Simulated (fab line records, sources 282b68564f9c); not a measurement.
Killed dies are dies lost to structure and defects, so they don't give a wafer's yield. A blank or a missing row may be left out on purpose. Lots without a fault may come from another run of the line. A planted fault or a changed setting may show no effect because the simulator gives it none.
Which tool did it? | flow rit_cmos | 14 lots, 42 wafers sampled, at 2 steps of a route of 202

WHAT THE GAUGES READ, wafer by wafer
RIT_CONTACT_THK_MEAS_01.
lot  | measured    | on            | CONTACT_TEOS_THK (nm)
L677 | day 3 02:35 | film_metro-03 | 390 390 401
L678 | day 3 08:22 | film_metro-03 | 401 398 404
L679 | day 3 12:15 | film_metro-03 | 405 396 403
L680 | day 3 18:03 | film_metro-03 | 395 404 401
L683 | day 4 08:48 | film_metro-03 | 401 409 405
L684 | day 4 13:20 | film_metro-02 | 399 392 391
L685 | day 4 19:05 | film_metro-03 | 396 396 402
L687 | day 5 04:32 | film_metro-03 | 397 411 404
L688 | day 5 09:04 | film_metro-02 | 402 400 408
L690 | day 5 19:08 | film_metro-02 | 402 397 397
L692 | day 6 04:43 | film_metro-04 | 398 402 402
L696 | day 7 01:16 | film_metro-03 | 400 396 406
L697 | day 7 06:55 | film_metro-03 | 391 344 402
L700 | day 7 22:47 | film_metro-03 | 391 400 347

WHICH TOOL RAN EACH LOT (tool, then ch and the chambers of the sampled wafers, then the start)
lot  | RIT_CONTACT_CVD_00
L677 | pecvd-03 ch 0,1,2, day 3 02:32
L678 | pecvd-04 ch 0,2, day 3 08:19
L679 | pecvd-01 ch 0,1,2, day 3 12:12
L680 | pecvd-03 ch 0,1,2, day 3 18:00
L683 | pecvd-03 ch 0,1,2, day 4 08:44
L684 | pecvd-04 ch 0,1,2, day 4 13:17
L685 | pecvd-01 ch 0,1,2, day 4 19:02
L687 | pecvd-04 ch 0,1,2, day 5 04:29
L688 | pecvd-01 ch 1,2, day 5 09:01
L690 | pecvd-04 ch 0,1,2, day 5 19:05
L692 | pecvd-03 ch 1,2, day 6 04:39
L696 | pecvd-04 ch 0,2, day 7 01:13
L697 | pecvd-01 ch 0,1, day 7 06:52
L700 | pecvd-01 ch 0,1,2, day 7 22:43
- RIT_CONTACT_CVD_00: deposits SiO2 from TEOS, target thk 400 nm, time 61 s.

WHAT THE TOOLS THEMSELVES READ (means of the sampled wafers that have a number; where no wafer has one, the mark that the record gives instead)
RIT_CONTACT_CVD_00.
lot  | tool     | heater_power_w (W) | rf_fwd_power_W (W)
L677 | pecvd-03 | 324                | 396.7
L678 | pecvd-04 | 327                | 396.2
L679 | pecvd-01 | 316                | 396.8
L680 | pecvd-03 | 315                | 396.7
L683 | pecvd-03 | 303                | 396.6
L684 | pecvd-04 | 345                | 397.3
L685 | pecvd-01 | 319                | 397.8
L687 | pecvd-04 | 321                | 397.1
L688 | pecvd-01 | 342                | 396.8
L690 | pecvd-04 | 335                | 398.3
L692 | pecvd-03 | 317                | 396.1
L696 | pecvd-04 | 351                | 395.4
L697 | pecvd-01 | 316                | 344.4
L700 | pecvd-01 | 336                | 343.5

THE ANSWER, worked out from the rows above alone
Rule: what is usual is taken from the lots themselves. Put in order of their means at a reading, lots are off if they are a third of the lots or fewer, leave a main group of 4 or more, and stand apart from it by a gap of 3 or more times the standard deviation of the main group's means; of several such gaps the widest counts. A main group whose means are all the same, to the digits that the tables above print for the reading, isn't used. A lot without any number at a reading at which 4 lots or more have one is off too. The other lots that the step has rows for count as sound. The gauges are gone through in route order, then the tools' own readings, and for those a lot's mean is taken as printed above. The first step at which some lot is off is used, and at that step the reading that is off furthest; a lot without a number counts as furthest.
Off: L697, L700, at RIT_CONTACT_THK_MEAS_01 (CONTACT_TEOS_THK). The main group: mean 400 nm, standard deviation 3.4.
A tool fits if, at a process step before that reading, it ran every lot that is off, and no sound lot after the first of them. The gauges at RIT_CONTACT_THK_MEAS_01 aren't tried: what is off there is off at RIT_CONTACT_CVD_00 too, on other tools, and a gauge's error can't cause that. One fits: pecvd-01 at RIT_CONTACT_CVD_00. Its last sound lot is L688 (day 5 09:01), its first lot that is off L697 (day 7 06:52): a fault that began between those two fits.
The tool's own readings at RIT_CONTACT_CVD_00 bear it out: on the lots that are off they differ by more than 5 times the standard deviation of the sound lots' means. rf_fwd_power_W reads 343.9 W there against 396.8 W on the sound lots.

WHAT THE SIMULATOR HAD PUT IN
Process parameter drift: pecvd-01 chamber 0, from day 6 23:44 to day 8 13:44, at RIT_CONTACT_CVD_00. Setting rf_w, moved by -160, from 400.
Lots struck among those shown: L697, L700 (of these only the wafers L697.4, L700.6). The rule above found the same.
